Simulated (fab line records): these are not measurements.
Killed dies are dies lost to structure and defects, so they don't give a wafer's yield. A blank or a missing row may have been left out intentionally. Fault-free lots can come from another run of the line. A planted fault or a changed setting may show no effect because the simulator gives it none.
Code-filled problem report in 8D (eight disciplines) form | flow berkeley-cmos170 | the parts of the form that need people (team, actions taken, sign-off) are left out

1. THE ISSUE
Across 6 wafers from 2 lots, GATE_POLY_THK at UCB170_GATE_THK_MEAS_05 averages 191.9 nm, while fault-free wafers read 213.5 nm with a standard deviation of 2.2. Relative to the usual mean, that is a shift of -9.8 standard deviations.
Seen first at day 8 02:58 on film-metro-03, wafer L776.1. The record has a number at this step for 42 wafers belonging to 14 lots. Rule for "out" (also "out of limits"): further than 4 standard deviations from the usual mean. Any other wafer with a number is counted as sound.

2. WHAT IT IS AND WHAT IT IS NOT
question                    | is                           | is not
which readings at this step | GATE_POLY_THK                | -
which lots                  | L776, L777                   | L767, L768, L770, L771, L772, L773, L774, L778, L781, L786, L787, L790
which wafers of those lots  | all that have a number       | -
read on which gauges        | film-metro-01, film-metro-03 | film-metro-04
when                        | from day 8 02:58             | up to then (21 sound wafers); but 15 sound wafers of L778, L781, L786, L787, L790 came after

3. WHAT RULES OUT EACH SUSPECT
Counting: any tool at a process step up to the reading is kept as a suspect provided that every lot that is out went through it and no sound lot did after the first of them.
- the gauge at UCB170_GATE_THK_MEAS_05 is ruled out. The wafers that are out were read on 2 gauges (film-metro-01, film-metro-03).
- lpcvd-02 at UCB170_GATE_CVD_04 (deposits poly-Si from SiH4, time 1440 s, target thk 214 nm): kept. It processed each lot that is out, first L776 at day 8 01:34, and no sound lot thereafter; up to then, the last sound lot it processed was L774 at day 7 11:29. Out on those wafers are its own readings of pressure-mtorr.
The count leaves lpcvd-02 at UCB170_GATE_CVD_04.

4. THE CAUSE (what the simulator had put in)
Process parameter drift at UCB170_GATE_CVD_04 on lpcvd-02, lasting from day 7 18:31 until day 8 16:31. From 375, the setting pressure-mtorr moved by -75. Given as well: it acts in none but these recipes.
After counting, this tool was the only one left.

5. THE EFFECT CHAIN, in route order
Rows list readings where the struck wafers' mean (over those with a number) sits beyond 3 standard deviations from the usual. Scope: only readings with a usual standard deviation given in the record; hours: median across lots of the time from each lot's start at the first step in this table that gives one to its start at this step; sigmas: change in usual standard deviations.
hours | step                    | reading        | usual       | on struck wafers | change | sigmas
0     | UCB170_GATE_CVD_04      | pressure-mtorr | 375.2 mTorr | 299.9            | -75.2  | -95
1     | UCB170_GATE_THK_MEAS_05 | GATE_POLY_THK  | 213.5 nm    | 191.9            | -21.6  | -9.8
3     | UCB170_GATE_ETCH_15     | oes-product-au | 0.831 a.u.  | 0.774            | -0.057 | -6.8
Process steps it contains:
- UCB170_GATE_CVD_04: deposits poly-Si from SiH4, time 1440 s, target thk 214 nm.
- UCB170_GATE_ETCH_15: etches poly-Si in HBr/Cl2, stops on SiO2, time 56.3 s, target depth 278.2 nm.
At these later measuring or inspecting steps, every struck wafer for which the step has a row has a number for every such reading, and none has moved that far: UCB170_V1_THK_MEAS_01.

6. HOW IT WOULD HAVE BEEN CAUGHT EARLIER
Counted from the fault's start at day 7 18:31, it took 8 hours until the first out-of-limits reading at a measuring or inspecting step in this record, taken at day 8 02:58.
At UCB170_GATE_CVD_04, the tool's own readings (pressure-mtorr) were out on each struck wafer the step has a row for, so an alarm limit on them would have fired on the first such wafer.
Lots out: 2; all had begun UCB170_GATE_CVD_04 on lpcvd-02 by day 8 02:58. A hold on the tool at that time would have spared none of them.
